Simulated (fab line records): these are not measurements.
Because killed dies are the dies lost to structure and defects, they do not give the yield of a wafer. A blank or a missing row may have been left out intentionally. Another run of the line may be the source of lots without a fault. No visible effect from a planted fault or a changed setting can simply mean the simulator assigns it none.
Matching of chambers | flow rit_cmos | rie_diel-04 running RIT_CONTACT_ETCH_11: 4 sister chambers
The step etches SiO2 in CHF3/CF4/Ar, stops on TiSi2, target depth 480 nm, time 320 s. 20 wafers are shown with their chamber, then 10 later ones without.

== EACH WAFER AND ITS CHAMBER ==
wafer  | chamber | drypump_motor_current_A (A) | throttle_valve_pct (%) | oes_product_au (a.u.)
L322.2 | 3       | 5.6                         | 9.02                   | 1.015
L322.4 | 0       | 6.5                         | 8.70                   | 0.975
L322.6 | 0       | 6.5                         | 8.67                   | 0.976
L324.1 | 1       | 5.0                         | 8.73                   | 0.990
L324.2 | 3       | 5.6                         | 9.02                   | 1.016
L324.5 | 2       | 5.3                         | 8.79                   | 0.961
L325.1 | 3       | 5.6                         | 9.02                   | 1.013
L325.2 | 2       | 5.3                         | 8.77                   | 0.966
L325.3 | 1       | 5.1                         | 8.71                   | 0.997
L327.2 | 1       | 5.0                         | 8.72                   | 1.001
L327.3 | 2       | 5.3                         | 8.79                   | 0.964
L327.4 | 1       | 5.1                         | 8.73                   | 0.994
L333.1 | 3       | 5.6                         | 9.02                   | 1.003
L333.4 | 1       | 5.0                         | 8.72                   | 0.990
L333.5 | 2       | 5.3                         | 8.78                   | 0.969
L334.1 | 2       | 5.3                         | 8.79                   | 0.963
L334.5 | 0       | 6.5                         | 8.70                   | 0.974
L334.6 | 1       | 5.1                         | 8.73                   | 0.996
L335.1 | 0       | 6.5                         | 8.69                   | 0.977
L335.3 | 1       | 5.1                         | 8.71                   | 0.995

SIGNATURES, as means of the wafers listed above
reading                 | chamber 0 | chamber 1 | chamber 2 | chamber 3 | scatter within a chamber
drypump_motor_current_A | 6.500     | 5.057     | 5.300     | 5.600     | 0.0327
throttle_valve_pct      | 8.6900    | 8.7214    | 8.7840    | 9.0200    | 0.00937
oes_product_au          | 0.97550   | 0.99471   | 0.96460   | 1.01175   | 0.00388
Rule: for each reading, subtract the chamber's mean from the wafer's reading, divide by that reading's scatter and square the result; add these up over the readings and take the root, which gives the wafer's distance from the chamber. The wafer belongs to the nearest chamber; if the next one is less than 2 further off, it can't be placed. The scatter: the root of (the sum of the squares of (reading less its chamber's mean) over the shown wafers, divided by (wafers less chambers)).

== WAFERS WHOSE CHAMBER IS MISSING ==
wafer  | drypump_motor_current_A (A) | throttle_valve_pct (%) | oes_product_au (a.u.)
L335.4 | 5.3                         | 8.77                   | 0.962
L340.1 | 5.1                         | 8.72                   | 1.001
L340.5 | 5.1                         | 8.70                   | 0.992
L340.6 | 5.3                         | 8.77                   | 0.965
L343.3 | 5.6                         | 9.02                   | 1.009
L343.4 | 5.1                         | 8.74                   | 0.990
L343.5 | 6.4                         | 8.71                   | 0.978
L345.2 | 5.1                         | 8.74                   | 0.994
L345.5 | 5.1                         | 8.73                   | 0.996
L345.6 | 5.3                         | 8.79                   | 0.965

== WHICH CHAMBER EACH WENT THROUGH ==
wafer  | from the rows above | in truth
L335.4 | 2                   | 2
L340.1 | 1                   | 1
L340.5 | 1                   | 1
L340.6 | 2                   | 2
L343.3 | 3                   | 3
L343.4 | 1                   | 1
L343.5 | 0                   | 0
L345.2 | 1                   | 1
L345.5 | 1                   | 1
L345.6 | 2                   | 2
Placed correctly: 10 of 10. Number that these rows cannot place: 0. Wrongly placed: 0.
